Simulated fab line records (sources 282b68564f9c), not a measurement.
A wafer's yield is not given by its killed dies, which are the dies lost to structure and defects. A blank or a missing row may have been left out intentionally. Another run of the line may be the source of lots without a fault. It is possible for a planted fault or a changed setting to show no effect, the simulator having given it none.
Lot-split experiment ; flow rit_cmos ; 23 wafers read across 5 lots, on a route 202 steps long

## ABOUT THE SPLIT
At RIT_GATE_COAT_11 (resist thk 850 nm), the setting resist_thk_nm was moved away from the recipe's 850 nm on 7 of the 23 wafers read, by -4.2% to +4.9%. This setting was run at the recipe's value on the other wafers.

## FROM THE SPLIT TO THE READING: what the file shows between them, 4 steps
- RIT_GATE_SOFTBAKE_12: time 60 s
- RIT_GATE_EXPOSE_13: exposes mask M6, target cd 150 nm
- RIT_GATE_PEB_14
- RIT_GATE_DEVELOP_15: develop time 50 s

## THE READING
At RIT_GATE_CD_MEAS_16: cd_nm in nanometres, against a target cd of 150 nm. Fault-free wafers of this fab line usually give 149.5 nm, standard deviation 2.5 nm.

wafer;tool, chamber at the split;resist_thk_nm as run, nm;against the recipe;cd_nm, nm;against lot-mates on the recipe
L076.1;litho_track-03, 0;850;recipe;153.3;-
L076.3;litho_track-03, 0;850;recipe;149.5;-
L076.6;litho_track-03, 0;850;recipe;153.2;-
L078.1;litho_track-04, 0;850;recipe;148.2;-
L078.2;litho_track-04, 0;814.7;-4.2%;139.9;-7.7
L078.3;litho_track-04, 0;850;recipe;146.8;-
L078.4;litho_track-04, 0;850;recipe;147.9;-
L078.5;litho_track-04, 0;814.7;-4.2%;142.2;-5.4
L080.2;litho_track-02, 0;891.9;+4.9%;163.0;+10.7
L080.3;litho_track-02, 0;891.9;+4.9%;158.8;+6.5
L080.4;litho_track-02, 0;850;recipe;150.9;-
L080.5;litho_track-02, 0;850;recipe;153.7;-
L080.6;litho_track-02, 0;891.9;+4.9%;161.6;+9.3
L082.1;litho_track-02, 0;850;recipe;150.8;-
L082.2;litho_track-02, 0;850;recipe;149.8;-
L082.4;litho_track-02, 0;850;recipe;149.8;-
L082.5;litho_track-02, 0;850;recipe;148.6;-
L082.6;litho_track-02, 0;850;recipe;151.5;-
L084.1;litho_track-02, 0;821.7;-3.3%;147.1;-3.7
L084.3;litho_track-02, 0;850;recipe;151.2;-
L084.4;litho_track-02, 0;850;recipe;149.7;-
L084.5;litho_track-02, 0;821.7;-3.3%;144.7;-6.1
L084.6;litho_track-02, 0;850;recipe;151.4;-

THE FIT
A straight line over all 23 wafers: cd_nm changes by +2.06 nm for each +1% of resist_thk_nm; r = +0.93; the points scatter about the line by 2 nm.
The same after taking each lot's own level away (the mean of its wafers on the recipe; 23 wafers): +1.68 nm for each +1%; r = +0.95; scatter 1.3 nm.
On that fit, the largest move of resist_thk_nm shifts the reading by 8.3 nm.
Across the lots, their own levels run from 147.63 to 152.30 nm, a range of 1.9 times the standard deviation given above.
Thus the slope moves with the lot-to-lot level: the two fits are different.
Check: for one of the wafers moved furthest among these (+4.9%), held out of the fit, the line's prediction against its lot-mates is +7.78 nm. Against them it came out at +10.7 nm.

## OTHER SPLITS APPLIED TO THESE WAFERS
Before the reading, these wafers also passed through other splits. Each is held against what the fit with the lots' levels taken away leaves over:
other split on the same wafers;wafers away from the commonest value;r with cd_nm (lot level and that fit taken away)
RIT_ACTIVE_OXIDATION_01 temp_c;10;+0.08
RIT_ACTIVE_EXPOSE_08 dose_mj;8;+0.00
RIT_ACTIVE_ETCH_13 pressure_mtorr;18;+0.03
RIT_NWELL_IMPLANT_08 energy_kev;6;-0.09
RIT_PWELL_IMPLANT_08 dose_cm2;8;+0.14
RIT_PRETRO_COAT_01 resist_thk_nm;8;+0.17

## THE WHOLE CHAIN: every reading that the file lists as answering this split, in the file's order
step;what it does;reading;change (the file's fit);r (the file's)
RIT_GATE_COAT_11;resist thk 850 nm;NOVOLAK_of_GATE_COAT_11.thk_nm (the simulator's own value, which no gauge read);+8.54 nm for each +1% of the setting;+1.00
RIT_GATE_CD_MEAS_16;target cd 150 nm;cd_nm;+1.66 nm for each +1% of the setting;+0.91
RIT_GATE_HARDBAKE_18;time 60 s;NOVOLAK_of_GATE_COAT_11.thk_nm (the simulator's own value, which no gauge read);+7.48 nm for each +1% of the setting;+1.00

## FILE'S OWN FIT
cd_nm changes by +1.66 nm for each +1% of resist_thk_nm, r = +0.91.
